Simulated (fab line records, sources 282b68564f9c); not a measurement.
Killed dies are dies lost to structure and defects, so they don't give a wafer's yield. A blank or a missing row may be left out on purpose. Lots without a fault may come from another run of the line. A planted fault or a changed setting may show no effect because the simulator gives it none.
fab line records | flow rit_cmos
record lots=13 wafers=39 last_day=7
route steps=202 shown NLDD@113 PLDD@120 M1@184
lots that met no fault: from a run of the same line without faults
start_h: hours from the record's first day to the start of the lot's first wafer shown | wait_h: hours since the lot's step before | " the same as in the row above | L1.1+2: a row that stands for several wafers | - no value, or no start given | * or withheld: withheld | < > ~ a bound
route shown NAME@n: a module of which the file shows steps, and the number in the route of the first | usual: mean/standard deviation of fault-free wafers | same: alike in all rows | chamber/n: place in a boat | sites: the reading at each site | _std_site: their standard deviation | _edge_site: outer sites' mean less inner sites' | radius_mm: how far each site lies from the wafer's centre | mask NAME#n: copy n | behind: the tool/chamber that last shaped the wafer | hold: why the lot was held/for how many hours/how that ended | device: the transistor (n, p or np) that didn't switch | end of line: the same wafers' tests at the end of the route | a step without rows: its recipe alone | killed: dies lost to structure and defects at the first sort, not the wafer's yield | map: a wafer's dies, x killed, . not, _ none there
set.NAME: the setting as run; set.NAME@STEP: as run at that earlier step | model.NAME: the simulator's own value behind a step, which no gauge read
steps of the route over a sample of lots; a table a step, a row a wafer
services: from which hour (start_h, from the record's first day; less than 0 if before it) a tool's chamber was out of use, for how many hours, and why
## steps
# step RIT_NLDD_TW_MEAS_10
# usual NLDD_TW=2487/20
# columns lot.wafer tool chamber start_h wait_h NLDD_TW
L320.3 film_metro-02 - 54.53 0.1 2490
L320.5 " - " " 2497
L320.6 " - " " 2489
L321.1 film_metro-04 - 58.56 0.1 2462
L321.2 " - " " 2460
L321.5 " - " " 2458
L322.1 film_metro-02 - 66.08 0.1 2509
L322.4 " - " " 2496
L322.5 " - " " 2504
L323.2 film_metro-02 - 68.64 0.1 2519
L323.3 " - " " 2496
L323.5 " - " " 2483
L324.1 film_metro-01 - 68.87 0.1 2501
L324.4 " - " " 2488
L324.6 " - " " 2493
L325.1 film_metro-01 - 77.63 0.1 2516
L325.3 " - " " 2518
L325.5 " - " " 2505
L326.1 film_metro-04 - 80.59 0.1 2452
L326.2 " - " " 2461
L326.4 " - " " 2460
L328.1 film_metro-04 - 93.10 0.1 2460
L328.2 " - " " 2466
L328.4 " - " " 2468
L330.3 film_metro-01 - 99.84 0.1 2494
L330.4 " - " " 2508
L330.5 " - " " 2495
L331.1 film_metro-01 - 106.30 0.1 2483
L331.3 " - " " 2497
L331.6 " - " " 2497
L337.1 film_metro-04 - 135.80 0.1 2484
L337.4 " - " " 2469
L337.6 " - " " 2479
L339.1 film_metro-01 - 146.35 0.1 2491
L339.2 " - " " 2492
L339.3 " - " " 2490
L341.2 film_metro-04 - 154.66 0.1 2468
L341.5 " - " " 2478
L341.6 " - " " 2478
# step RIT_PLDD_OVL_MEAS_06
# usual PLDD_OVL=-1.5/1.3
# columns lot.wafer tool chamber start_h wait_h PLDD_OVL[nm]
L320.3 overlay-01 - 55.55 - -1.8
L320.5 " - " " -4.4
L320.6 " - " " -1.4
L321.1 overlay-01 - 59.59 - -2.7
L321.2 " - " " -2.1
L321.5 " - " " -1.0
L322.1 overlay-01 - 67.12 - -2.9
L322.4 " - " " -2.2
L322.5 " - " " -3.6
L323.2 overlay-01 - 69.67 - -1.5
L323.3 " - " " -2.8
L323.5 " - " " -0.7
L324.1 overlay-02 - 69.90 - -2.2
L324.4 " - " " -1.8
L324.6 " - " " -1.6
L325.1 overlay-02 - 78.67 - 0.3
L325.3 " - " " 0.8
L325.5 " - " " 0.3
L326.1 overlay-01 - 81.63 - 0.0
L326.2 " - " " -2.1
L326.4 " - " " -0.8
L328.1 overlay-02 - 94.18 - -1.4
L328.2 " - " " -1.5
L328.4 " - " " -2.3
L330.3 overlay-01 - 100.74 - -2.4
L330.4 " - " " -1.3
L330.5 " - " " -3.4
L331.1 overlay-02 - 107.33 - -1.9
L331.3 " - " " -1.5
L331.6 " - " " -1.0
L337.1 overlay-02 - 136.83 - -1.6
L337.4 " - " " -1.8
L337.6 " - " " -2.0
L339.1 overlay-02 - 147.26 - 0.5
L339.2 " - " " 0.8
L339.3 " - " " 1.1
L341.2 overlay-02 - 155.68 - -3.3
L341.5 " - " " -1.9
L341.6 " - " " -2.5
# step RIT_PLDD_STRIP_09
# recipe chemistry=O2 time_s=180 resist=NOVOLAK platen_temp_c=withheld power_w=500 pressure_mtorr=4000 o2_flow_sccm=4000
# usual drypump_motor_current_A=5.9/0.51
# columns lot.wafer tool chamber start_h wait_h drypump_motor_current_A rf_hours_counter_h
L320.3 plasma_asher-04 0 55.96 0.1 6.0 -
L320.5 " 0 " " 6.0 -
L320.6 " 1 " " 5.0 -
L321.1 plasma_asher-02 0 59.93 0.1 6.1 39
L321.2 " 1 " " 5.3 39
L321.5 " 0 " " 6.1 -
L322.1 plasma_asher-02 1 67.46 0.1 5.3 40
L322.4 " 0 " " 6.1 -
L322.5 " 0 " " 6.1 -
L323.2 plasma_asher-04 1 70.00 0.1 5.0 44
L323.3 " 1 " " 5.0 -
L323.5 " 0 " " 5.9 -
L324.1 plasma_asher-02 1 70.24 0.1 5.3 40
L324.4 " 0 " " 6.1 -
L324.6 " 0 " " 6.1 -
L325.1 plasma_asher-03 0 79.00 0.1 6.4 43
L325.3 " 1 " " 6.4 -
L325.5 " 1 " " 6.3 -
L326.1 plasma_asher-03 1 81.96 0.1 6.4 44
L326.2 " 0 " " 6.4 44
L326.4 " 0 " " 6.4 -
L328.1 plasma_asher-02 1 94.52 0.1 5.3 43
L328.2 " 0 " " 6.1 43
L328.4 " 0 " " 6.1 -
L330.3 plasma_asher-03 0 101.12 0.1 6.5 -
L330.4 " 1 " " 6.4 -
L330.5 " 0 " " 6.4 -
L331.1 plasma_asher-03 0 107.73 0.1 6.4 46
L331.3 " 1 " " 6.3 -
L331.6 " 0 " " 6.3 -
L337.1 plasma_asher-03 0 137.17 0.1 6.4 50
L337.4 " 0 " " 6.4 -
L337.6 " 1 " " 6.3 -
L339.1 plasma_asher-04 0 147.60 0.1 5.9 3
L339.2 " 1 " " 5.0 3
L339.3 " 1 " " 5.1 -
L341.2 plasma_asher-02 0 156.12 0.1 6.1 49
L341.5 " 0 " " 6.1 -
L341.6 " 1 " " 5.3 -
# step RIT_M1_SPUTTER_00
# recipe material=Al target_thk_nm=400 power_w=2000 chamber_pressure_pa=0.4 gas=Ar time_s=500 substrate_temp_c=25
# usual throttle_valve_pct=30.2/0.99
# columns lot.wafer tool chamber start_h wait_h throttle_valve_pct
L320.3 pvd_sputter-02 - 65.28 0.0 29.3
L320.5 " - " " 29.0
L320.6 " - " " 29.3
L321.1 pvd_sputter-04 - 71.97 0.0 31.1
L321.2 " - " " 28.5
L321.5 " - " " 30.6
L322.1 pvd_sputter-02 - 77.45 0.0 31.4
L322.4 " - " " 29.4
L322.5 " - " " 29.3
L323.2 pvd_sputter-01 - 80.58 0.0 31.0
L323.3 " - " " 28.6
L323.5 " - " " 29.0
L324.1 pvd_sputter-02 - 80.80 0.0 29.6
L324.4 " - " " 31.2
L324.6 " - " " 29.3
L325.1 pvd_sputter-04 - 88.52 0.0 30.1
L325.3 " - " " 28.8
L325.5 " - " " 30.1
L326.1 pvd_sputter-02 - 91.68 0.0 29.3
L326.2 " - " " 29.5
L326.4 " - " " 31.3
L328.1 pvd_sputter-02 - 103.88 0.0 31.0
L328.2 " - " " 29.4
L328.4 " - " " 31.2
L330.3 pvd_sputter-02 - 110.71 0.0 31.2
L330.4 " - " " 29.5
L330.5 " - " " 31.1
L331.1 pvd_sputter-01 - 117.09 0.0 31.1
L331.3 " - " " 29.4
L331.6 " - " " 31.3
L337.1 pvd_sputter-04 - 148.32 0.0 30.0
L337.4 " - " " 31.3
L337.6 " - " " 28.6
L339.1 pvd_sputter-04 - 157.22 0.0 28.9
L339.2 " - " " 30.3
L339.3 " - " " 30.2
L341.2 pvd_sputter-04 - 165.78 0.0 31.2
L341.5 " - " " 30.1
L341.6 " - " " 30.6
# step RIT_M1_RS_MEAS_01
# recipe thk_meas_gauge=four-point-probe reads=Al_of_M1_SPUTTER_00
# usual M1_AL_RS=0.0732/0.00068
# columns lot.wafer tool chamber start_h wait_h M1_AL_RS[ohm/sq]
L320.3 film_metro-01 - 65.61 0.2 0.0738
L320.5 " - " " 0.0742
L320.6 " - " " 0.0739
L321.1 film_metro-02 - 72.26 0.1 0.0731
L321.2 " - " " 0.0744
L321.5 " - " " 0.0731
L322.1 film_metro-01 - 77.75 0.1 0.0730
L322.4 " - " " 0.0738
L322.5 " - " " 0.0740
L323.2 film_metro-02 - 80.89 0.2 0.0739
L323.3 " - " " 0.0738
L323.5 " - " " 0.0740
L324.1 film_metro-01 - 81.09 0.1 0.0735
L324.4 " - " " 0.0731
L324.6 " - " " 0.0733
L325.1 film_metro-01 - 88.81 0.1 0.0725
L325.3 " - " " 0.0734
L325.5 " - " " 0.0727
L326.1 film_metro-01 - 91.97 0.1 0.0730
L326.2 " - " " 0.0734
L326.4 " - " " 0.0731
L328.1 film_metro-02 - 104.17 0.1 0.0717
L328.2 " - " " 0.0731
L328.4 " - " " 0.0722
L330.3 film_metro-04 - 111.05 0.2 0.0725
L330.4 " - " " 0.0731
L330.5 " - " " 0.0707
L331.1 film_metro-04 - 117.38 0.1 0.0738
L331.3 " - " " 0.0744
L331.6 " - " " 0.0739
L337.1 film_metro-04 - 148.61 0.1 0.0745
L337.4 " - " " 0.0751
L337.6 " - " " 0.0745
L339.1 film_metro-04 - 157.52 0.1 0.0736
L339.2 " - " " 0.0739
L339.3 " - " " 0.0739
L341.2 film_metro-01 - 166.09 0.2 0.0733
L341.5 " - " " 0.0728
L341.6 " - " " 0.0728
# step RIT_M1_THK_MEAS_02
# recipe thk_meas_gauge=xrf reads=Al_of_M1_SPUTTER_00
# usual M1_AL_THK=402/3.9
# columns lot.wafer tool chamber start_h wait_h M1_AL_THK[nm]
L320.3 film_metro-01 - 65.71 0.1 399
L320.5 " - " " 399
L320.6 " - " " 398
L321.1 film_metro-02 - 72.38 0.1 401
L321.2 " - " " 396
L321.5 " - " " 403
L322.1 film_metro-01 - 77.87 0.1 402
L322.4 " - " " 400
L322.5 " - " " 397
L323.2 film_metro-02 - 81.00 0.1 399
L323.3 " - " " 398
L323.5 " - " " 398
L324.1 film_metro-01 - 81.21 0.1 397
L324.4 " - " " 402
L324.6 " - " " 401
L325.1 film_metro-01 - 88.93 0.1 401
L325.3 " - " " 400
L325.5 " - " " 403
L326.1 film_metro-01 - 92.09 0.1 402
L326.2 " - " " 400
L326.4 " - " " 404
L328.1 film_metro-02 - 104.29 0.1 409
L328.2 " - " " 404
L328.4 " - " " 407
L330.3 film_metro-04 - 111.15 0.1 406
L330.4 " - " " 402
L330.5 " - " " 418
L331.1 film_metro-04 - 117.50 0.1 399
L331.3 " - " " 394
L331.6 " - " " 399
L337.1 film_metro-04 - 148.73 0.1 396
L337.4 " - " " 394
L337.6 " - " " 393
L339.1 film_metro-04 - 157.64 0.1 400
L339.2 " - " " 398
L339.3 " - " " 399
L341.2 film_metro-01 - 166.20 0.1 403
L341.5 " - " " 407
L341.6 " - " " 406
# step RIT_M1_CD_MEAS_09
# recipe target_cd_nm=2600
# usual cd_nm=2600.1/2.9
# columns lot.wafer tool chamber start_h wait_h cd_nm
L320.3 cd_sem-01 - 66.88 - 2602.6
L320.5 " - " " 2603.2
L320.6 " - " " 2604.3
L321.1 cd_sem-01 - 73.35 - 2598.5
L321.2 " - " " 2598.8
L321.5 " - " " 2600.1
L322.1 cd_sem-02 - 78.81 - 2599.1
L322.4 " - " " 2597.2
L322.5 " - " " 2597.5
L323.2 cd_sem-02 - 82.08 - 2597.2
L323.3 " - " " 2595.2
L323.5 " - " " 2596.3
L324.1 cd_sem-01 - 82.30 - 2596.7
L324.4 " - " " 2595.2
L324.6 " - " " 2596.9
L325.1 cd_sem-02 - 90.04 - 2598.1
L325.3 " - " " 2601.0
L325.5 " - " " 2598.1
L326.1 cd_sem-01 - 93.20 - 2599.8
L326.2 " - " " 2601.0
L326.4 " - " " 2603.2
L328.1 cd_sem-02 - 105.23 - 2600.5
L328.2 " - " " 2601.4
L328.4 " - " " 2599.0
L330.3 cd_sem-02 - 112.11 - 2621.2
L330.4 " - " " 2620.0
L330.5 " - " " 2621.5
L331.1 cd_sem-02 - 118.44 - 2600.3
L331.3 " - " " 2599.3
L331.6 " - " " 2600.5
L337.1 cd_sem-02 - 149.67 - 2603.3
L337.4 " - " " 2605.5
L337.6 " - " " 2602.5
L339.1 cd_sem-01 - 158.81 - 2600.1
L339.2 " - " " 2600.5
L339.3 " - " " 2601.5
L341.2 cd_sem-01 - 167.30 - 2597.9
L341.5 " - " " 2597.8
L341.6 " - " " 2599.5
# step RIT_M1_PROBE_99
# usual defect_limited_yield=97.5/1.1 killed_at_contacts=0.1/0.27 killed_at_front_end=6.5/2.8 killed_dies=6.6/2.8 killed_open=3.5/2 killed_short=3.2/1.8 sort_bin_3_pad_short=0.1/0.26 sort_bin_5_function=1.5/0.72 sort_bin_6_memory=0.9/0.67 sort_n_pass=257.4/2.8 sort_yield_pct=97.5/1.1
# same gross_dies=264 killed_at_M0_to_M3=0 killed_at_M4_up=0 killed_at_back_side=0 killed_at_other=0
# columns lot.wafer tool chamber start_h wait_h defect_limited_yield[%] killed_at_contacts killed_at_front_end killed_dies killed_open killed_short sort_bin_3_pad_short[%] sort_bin_5_function[%] sort_bin_6_memory[%] sort_n_pass sort_yield_pct[%]
L320.3 prober-01 - 69.61 0.2 96.2 0 10 10 4 6 0.4 1.1 2.3 254.0 96.2
L320.5 prober-01 - 69.71 0.2 98.1 0 5 5 1 4 0.4 0.4 1.1 259.0 98.1
L320.6 prober-01 - 69.76 0.2 98.5 1 3 4 3 1 0 0.8 0.8 260.0 98.5
L321.1 prober-02 - 76.02 0.1 95.8 0 11 11 9 2 0 2.7 1.5 253.0 95.8
L321.2 prober-02 - 76.07 0.1 94.3 0 15 15 8 7 0.4 3.4 1.9 249.0 94.3
L321.5 prober-02 - 76.22 0.2 96.6 0 9 9 3 6 0 3.0 0.4 255.0 96.6
L322.1 prober-01 - 81.65 0.1 98.5 0 4 4 2 2 0 1.5 0 260.0 98.5
L322.4 prober-01 - 81.80 0.2 95.1 0 13 13 9 4 0 3.4 1.5 251.0 95.1
L322.5 prober-01 - 81.85 0.2 97.3 0 7 7 4 3 0.4 0.8 1.5 257.0 97.3
L323.2 prober-02 - 84.76 0.1 97.0 0 8 8 5 3 0 2.3 0.8 256.0 97.0
L323.3 prober-02 - 84.81 0.2 97.0 0 8 8 4 4 0 2.3 0.8 256.0 97.0
L323.5 prober-02 - 84.91 0.2 97.7 0 6 6 4 2 0 1.1 1.1 258.0 97.7
L324.1 prober-02 - 86.21 0.1 97.7 0 6 6 4 2 0 1.5 0.8 258.0 97.7
L324.4 prober-02 - 86.36 0.2 97.7 0 6 6 2 4 0 1.5 0.8 258.0 97.7
L324.6 prober-02 - 86.46 0.2 98.9 1 2 3 1 2 0 0.4 0.8 261.0 98.9
L325.1 prober-01 - 92.70 0.1 98.5 1 3 4 3 1 0 1.1 0.4 260.0 98.5
L325.3 prober-01 - 92.80 0.2 97.0 0 8 8 4 4 0.8 1.1 1.1 256.0 97.0
L325.5 prober-01 - 92.90 0.2 97.0 0 8 8 6 2 0 1.5 1.5 256.0 97.0
L326.1 prober-02 - 95.87 0.1 97.0 0 8 8 3 5 0 1.5 1.5 256.0 97.0
L326.2 prober-02 - 95.92 0.1 98.1 0 5 5 3 1 0 1.5 0.4 259.0 98.1
L326.4 prober-02 - 96.02 0.2 98.1 0 5 5 5 0 0 1.5 0.4 259.0 98.1
L328.1 prober-02 - 107.89 0.1 98.1 0 5 5 1 4 0.8 0.8 0.4 259.0 98.1
L328.2 prober-02 - 107.94 0.1 97.3 0 7 7 2 4 0 1.5 1.1 257.0 97.3
L328.4 prober-02 - 108.04 0.2 97.7 0 6 6 4 2 0 1.5 0.8 258.0 97.7
L330.3 prober-02 - 115.06 0.2 95.8 1 10 11 7 4 0 2.7 1.5 253.0 95.8
L330.4 prober-02 - 115.11 0.2 98.1 0 5 5 2 3 0 1.9 0 259.0 98.1
L330.5 prober-02 - 115.16 0.2 97.3 0 7 7 3 4 1.1 1.1 0.4 257.0 97.3
L331.1 prober-01 - 121.10 0.1 97.7 0 6 6 5 1 0 0.8 1.5 258.0 97.7
L331.3 prober-01 - 121.20 0.2 98.1 0 5 5 0 5 0 1.9 0 259.0 98.1
L331.6 prober-01 - 121.35 0.2 98.5 0 4 4 1 3 0.4 1.1 0 260.0 98.5
L337.1 prober-02 - 152.33 0.1 98.9 0 3 3 0 3 0.4 0.8 0 261.0 98.9
L337.4 prober-02 - 152.48 0.2 97.3 0 7 7 5 2 0 1.5 1.1 257.0 97.3
L337.6 prober-02 - 152.58 0.2 97.0 0 8 8 3 5 0.4 1.1 1.5 256.0 97.0
L339.1 prober-02 - 161.46 0.1 96.2 0 10 10 6 4 0 1.5 2.3 254.0 96.2
L339.2 prober-02 - 161.51 0.1 99.2 0 2 2 1 1 0 0 0.8 262.0 99.2
L339.3 prober-02 - 161.56 0.2 96.2 0 10 10 6 4 0 3.4 0.4 254.0 96.2
L341.2 prober-02 - 169.99 0.1 98.5 0 4 4 2 2 0.4 0.8 0.4 260.0 98.5
L341.5 prober-02 - 170.14 0.2 97.7 0 6 6 2 4 0 1.5 0.8 258.0 97.7
L341.6 prober-02 - 170.19 0.2 98.5 1 3 4 2 2 0 1.1 0.4 260.0 98.5
# killed by level:class
L320.3 FOX1:geometric_particle:short=2 GATE:geometric_particle:open=2 FOX1:geometric_particle:open=1 GATE:geometric_particle:short=1 REOX:geometric_particle:short=1 SPACER:geometric_particle:open=1 SPACER:geometric_particle:short=1 SILICIDE:geometric_particle:short=1
L320.5 FOX1:geometric_particle:short=2 SPACER:geometric_particle:short=2 GATE:geometric_particle:open=1
L320.6 FOX1:geometric_particle:open=1 GATE:geometric_particle:open=1 SPACER:geometric_particle:open=1 CONTACT:geometric_particle:short=1
L321.1 SILICIDE:geometric_particle:open=5 GATE:geometric_particle:open=3 FOX1:geometric_particle:short=1 FOX1:geometric_particle:open=1 SILICIDE:geometric_particle:short=1
L321.2 FOX1:geometric_particle:short=6 SPACER:geometric_particle:open=3 FOX1:geometric_particle:open=2 REOX:geometric_particle:open=2 FOX2:geometric_particle:open=1 SPACER:geometric_particle:short=1
L321.5 REOX:geometric_particle:short=2 SILICIDE:geometric_particle:short=2 FOX1:geometric_particle:short=1 GATE:geometric_particle:open=1 GATE:geometric_particle:short=1 SPACER:geometric_particle:open=1 SILICIDE:geometric_particle:open=1
L322.1 GATE:geometric_particle:open=1 REOX:geometric_particle:short=1 SPACER:geometric_particle:short=1 SILICIDE:geometric_particle:open=1
L322.4 GATE:geometric_particle:open=7 GATE:geometric_particle:short=2 FOX1:geometric_particle:short=1 FOX1:geometric_particle:open=1 FOX2:geometric_particle:short=1 SPACER:geometric_particle:open=1
L322.5 GATE:geometric_particle:open=2 FOX2:geometric_particle:open=1 GATE:geometric_particle:short=1 SPACER:geometric_particle:open=1 SPACER:geometric_particle:short=1 SILICIDE:geometric_particle:short=1
L323.2 REOX:geometric_particle:short=3 SPACER:geometric_particle:open=2 FOX1:geometric_particle:open=1 FOX2:geometric_particle:open=1 REOX:geometric_particle:open=1
L323.3 GATE:geometric_particle:open=2 FOX1:geometric_particle:open=1 GATE:geometric_particle:short=1 REOX:geometric_particle:short=1 REOX:geometric_particle:open=1 SPACER:geometric_particle:short=1 SILICIDE:geometric_particle:short=1
L323.5 SILICIDE:geometric_particle:open=2 FOX2:geometric_particle:short=1 GATE:geometric_particle:open=1 GATE:geometric_particle:short=1 REOX:geometric_particle:open=1
L324.1 SILICIDE:geometric_particle:open=2 FOX1:geometric_particle:short=1 GATE:geometric_particle:open=1 REOX:geometric_particle:open=1 SILICIDE:geometric_particle:short=1
L324.4 FOX2:geometric_particle:open=2 FOX1:geometric_particle:short=1 FOX2:geometric_particle:short=1 GATE:geometric_particle:short=1 SILICIDE:geometric_particle:short=1
L324.6 FOX1:geometric_particle:short=1 SPACER:geometric_particle:open=1 CONTACT:geometric_particle:short=1
L325.1 FOX1:geometric_particle:short=1 FOX1:geometric_particle:open=1 SPACER:geometric_particle:open=1 CONTACT:geometric_particle:open=1
L325.3 FOX1:geometric_particle:short=2 FOX1:geometric_particle:open=2 FOX2:geometric_particle:short=1 GATE:geometric_particle:open=1 REOX:geometric_particle:open=1 SPACER:geometric_particle:short=1
L325.5 FOX2:geometric_particle:open=3 GATE:geometric_particle:open=2 REOX:geometric_particle:short=1 REOX:geometric_particle:open=1 SPACER:geometric_particle:short=1
L326.1 SPACER:geometric_particle:short=2 FOX2:geometric_particle:short=1 GATE:geometric_particle:open=1 GATE:geometric_particle:short=1 REOX:geometric_particle:open=1 REOX:geometric_particle:short=1 SPACER:geometric_particle:open=1
L326.2 SPACER:geometric_particle:open=2 FOX1:geometric_particle:short=1 FOX1:geometric_particle:open=1 PRETRO:coat_microbubble_printed=1
L326.4 SILICIDE:geometric_particle:open=2 FOX1:geometric_particle:open=1 GATE:geometric_particle:open=1 SPACER:geometric_particle:open=1
L328.1 FOX1:geometric_particle:short=1 FOX1:geometric_particle:open=1 REOX:geometric_particle:short=1 SPACER:geometric_particle:short=1 SILICIDE:geometric_particle:short=1
L328.2 SPACER:geometric_particle:short=2 FOX1:geometric_particle:open=1 GATE:geometric_particle:short=1 SILICIDE:geometric_particle:open=1 SILICIDE:geometric_particle:short=1 PWELL:coat_microbubble_printed=1
L328.4 GATE:geometric_particle:open=2 SILICIDE:geometric_particle:short=2 FOX1:geometric_particle:open=1 SPACER:geometric_particle:open=1
L330.3 FOX1:geometric_particle:open=2 FOX2:geometric_particle:short=2 GATE:geometric_particle:open=2 REOX:geometric_particle:short=2 REOX:geometric_particle:open=1 SPACER:geometric_particle:open=1 CONTACT:geometric_particle:open=1
L330.4 GATE:geometric_particle:short=3 FOX1:geometric_particle:open=1 REOX:geometric_particle:open=1
L330.5 GATE:geometric_particle:short=2 FOX1:geometric_particle:short=1 FOX2:geometric_particle:open=1 GATE:geometric_particle:open=1 REOX:geometric_particle:open=1 SILICIDE:geometric_particle:short=1
L331.1 SILICIDE:geometric_particle:open=2 FOX1:geometric_particle:open=1 FOX2:geometric_particle:short=1 GATE:geometric_particle:open=1 REOX:geometric_particle:open=1
L331.3 GATE:geometric_particle:short=3 SPACER:geometric_particle:short=2
L331.6 GATE:geometric_particle:open=1 REOX:geometric_particle:short=1 SPACER:geometric_particle:short=1 SILICIDE:geometric_particle:short=1
L337.1 GATE:geometric_particle:short=2 SPACER:geometric_particle:short=1
L337.4 FOX1:geometric_particle:open=2 GATE:geometric_particle:open=2 FOX1:geometric_particle:short=1 GATE:geometric_particle:short=1 REOX:geometric_particle:open=1
L337.6 GATE:geometric_particle:open=3 GATE:geometric_particle:short=2 REOX:geometric_particle:short=2 FOX2:geometric_particle:short=1
L339.1 GATE:geometric_particle:open=3 GATE:geometric_particle:short=3 FOX1:geometric_particle:short=1 FOX2:geometric_particle:open=1 SPACER:geometric_particle:open=1 SILICIDE:geometric_particle:open=1
L339.2 GATE:geometric_particle:short=1 GATE:geometric_particle:open=1
L339.3 FOX1:geometric_particle:open=2 GATE:geometric_particle:short=2 SPACER:geometric_particle:open=2 FOX2:geometric_particle:short=1 GATE:geometric_particle:open=1 SPACER:geometric_particle:short=1 SILICIDE:geometric_particle:open=1
L341.2 FOX1:geometric_particle:short=1 FOX2:geometric_particle:open=1 SPACER:geometric_particle:open=1 SPACER:geometric_particle:short=1
L341.5 FOX1:geometric_particle:short=2 FOX2:geometric_particle:open=1 GATE:geometric_particle:short=1 SILICIDE:geometric_particle:short=1 SILICIDE:geometric_particle:open=1
L341.6 FOX2:geometric_particle:open=2 SPACER:geometric_particle:short=1 CONTACT:geometric_particle:short=1
## services
# columns tool chamber start_h hours kind
pvd_sputter-04 - 68.71 3.1 repair
pvd_sputter-01 - 93.47 4.7 repair
plasma_asher-02 - 105.30 1.3 repair
pvd_sputter-02 - 107.52 1.8 repair
plasma_asher-04 - 108.75 9.0 pm
plasma_asher-04 0 108.75 9.0 vent_cycle
plasma_asher-04 1 108.75 9.0 vent_cycle
plasma_asher-04 0 117.75 - clean
plasma_asher-04 1 117.75 - clean
plasma_asher-03 - 144.51 2.1 repair
pvd_sputter-01 - 147.13 0.9 repair
## key
first_sign step=RIT_M1_RS_MEAS_01 reading=M1_AL_RS direction=down sigmas=3.7 usual=0.0732 struck=0.0707
effect step=RIT_M1_THK_MEAS_02 reading=M1_AL_THK direction=up sigmas=4.1 usual=402 struck=418
effect step=RIT_M1_CD_MEAS_09 reading=cd_nm direction=up sigmas=7.4 usual=2600.1 struck=2621.5 through=control_loop
met_at RIT_M1_SPUTTER_00
struck_lots L330
struck_wafers L330.5
loop_trim step=RIT_M1_EXPOSE_06 setting=dose lots=L330
not_acting_at RIT_NLDD_TW_MEAS_10,RIT_PLDD_OVL_MEAS_06,RIT_PLDD_STRIP_09
onset_between 103.88 110.71
fault kind=process_parameter_drift tool=pvd_sputter-02 chamber=- onset_h=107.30 steps=RIT_M1_SPUTTER_00 channel=time_s offset=* shape=step end_h=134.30 stated=* scope=struck_wafers_only
# loop_trim: a control loop set the setting to another value than it would have without faults
